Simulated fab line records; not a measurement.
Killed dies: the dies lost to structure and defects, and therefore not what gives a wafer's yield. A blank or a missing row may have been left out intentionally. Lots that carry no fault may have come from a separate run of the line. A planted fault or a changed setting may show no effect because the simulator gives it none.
A struck lot beside a sound one :: flow rit_cmos :: 32 out of 202 route steps
Sound: wafers L271.2, L271.4, L271.5. Wafers L277.2, L277.3, L277.6 were the ones struck. Last of all comes the cause.
Each step with rows lists, per side, the tool, then ch with its chambers, then its first start. Under that, the readings that differ: sound wafers :: struck wafers :: difference of the means :: sigmas: that difference in standard deviations of wafers without a fault.
alike: readings whose means differ by less than 2 such deviations, and words and numbers that are the same on both sides. not compared: withheld readings, readings that some wafer has no value for, bounds like >300 that may hide the same value, and numbers for which the record gives no deviation and whose values overlap.
A row with sigmas, a row that says differs or no value, or rows on one side alone: a step with any of these is where the two part. Numbers that have no deviation but don't overlap get no sigmas and don't part them. A reading missing from all wafers of one side parts the sides only when that side holds two or more wafers.

first, 2 steps without rows for these wafers: RIT_SPACER_CLEAN_02 (cleans in SC2, time 600 s); RIT_SPACER_CVD_03 (deposits Si3N4 from SiH2Cl2/NH3, target thk 250 nm, time 3300 s).
RIT_SPACER_THK_MEAS_04:
  sound on film_metro-03, day 3 14:11; struck on film_metro-04, day 5 03:32
  alike: SPACER_NITRIDE_THK
RIT_SPACER_ETCHBACK_05: etches Si3N4 in SF6/CHF3, stops on SiO2, target depth 250 nm, time 240 s.
  sound on rie_diel-03 ch 1,2,3, day 3 14:14; struck on rie_diel-04 ch 0,2,3, day 5 03:35
  alike: CHF3_flow_sccm, drypump_motor_current_A, oes_product_au, throttle_valve_pct
  not compared: rf_hours_counter_h
then, 6 steps without rows for these wafers: RIT_NSD_HMDS_00 (prime time 60 s); RIT_NSD_COAT_01 (resist thk 1000 nm); RIT_NSD_SOFTBAKE_02 (time 60 s); RIT_NSD_EXPOSE_03 (exposes mask M9, target cd 40700 nm); RIT_NSD_PEB_04; RIT_NSD_DEVELOP_05 (develop time 50 s).
RIT_NSD_OVL_MEAS_06:
  sound on overlay-02, day 3 15:22; struck on overlay-01, day 5 04:35
  alike: NSD_OVL
then, 1 step without rows for these wafers: RIT_NSD_HARDBAKE_07 (time 60 s).
RIT_NSD_IMPLANT_08:
  struck on implanter-04, day 5 04:47; sound on implanter-02 ch 0, day 3 15:34
  no value came back on the struck wafers for beam_energy_keV, beam_on_s (s); on the sound wafers beam_energy_keV reads 24.998 24.995 24.999
RIT_NSD_STRIP_09: strips in O2, time 180 s.
  sound on plasma_asher-04 ch 1, day 3 15:42; struck on plasma_asher-02 ch 1, day 5 04:55
  alike: drypump_motor_current_A
  not compared: rf_hours_counter_h
RIT_NSD_TW_MEAS_10:
  sound on film_metro-03, day 3 15:53; struck on film_metro-03, day 5 05:06
reading: NSD_TW
sound: 3183 3173 3177
struck: 31 31 31
difference: -3147
sigmas: -81
then, 6 steps without rows for these wafers: RIT_PSD_HMDS_00 (prime time 60 s); RIT_PSD_COAT_01 (resist thk 1000 nm); RIT_PSD_SOFTBAKE_02 (time 60 s); RIT_PSD_EXPOSE_03 (exposes mask M10, target cd 40900 nm); RIT_PSD_PEB_04; RIT_PSD_DEVELOP_05 (develop time 50 s).
RIT_PSD_OVL_MEAS_06:
  sound on overlay-02, day 3 16:55; struck on overlay-01, day 5 06:01
  alike: PSD_OVL
then, 2 steps without rows for these wafers: RIT_PSD_HARDBAKE_07 (time 60 s); RIT_PSD_IMPLANT_08.
RIT_PSD_STRIP_09: strips in O2, time 180 s.
  sound on plasma_asher-04 ch 0,1, day 3 17:14; struck on plasma_asher-04 ch 0,1, day 5 06:22
  alike: drypump_motor_current_A
  not compared: rf_hours_counter_h
RIT_PSD_TW_MEAS_10:
  sound on film_metro-03, day 3 17:26; struck on film_metro-01, day 5 06:32
reading: PSD_TW
sound: 3529 3524 3508
struck: 3441 3419 3428
difference: -91
sigmas: -2
then, 3 steps without rows for these wafers: RIT_SDANNEAL_CLEAN_00 (cleans in SC1, time 600 s); RIT_SDANNEAL_CLEAN_01 (cleans in dHF, time 30 s); RIT_SDANNEAL_CLEAN_02 (cleans in SC2, time 600 s).
RIT_SDANNEAL_RTA_03: time 5 s.
  sound on rtp_anneal-01 ch 0, day 3 18:02; struck on rtp_anneal-01 ch 0, day 5 06:59
  alike: wafer_temp_C_max
RIT_SDANNEAL_RS_MEAS_04: measures by four-point-probe.
  sound on film_metro-01, day 3 18:06; struck on film_metro-01, day 5 07:03
  alike: PSD_RS
RIT_SDANNEAL_RS_MEAS_05: measures by four-point-probe.
  sound on film_metro-01, day 3 18:13; struck on film_metro-01, day 5 07:10
reading: NSD_RS (ohm/sq)
sound: 85.8 85.8 86.2
struck: 133.3 133.1 133.0
difference: +47.2
sigmas: +99 or more

## WHERE THEY PART
First at RIT_NSD_IMPLANT_08; last, within this record, at RIT_SDANNEAL_RS_MEAS_05.

WHY: what had been put in by the simulator
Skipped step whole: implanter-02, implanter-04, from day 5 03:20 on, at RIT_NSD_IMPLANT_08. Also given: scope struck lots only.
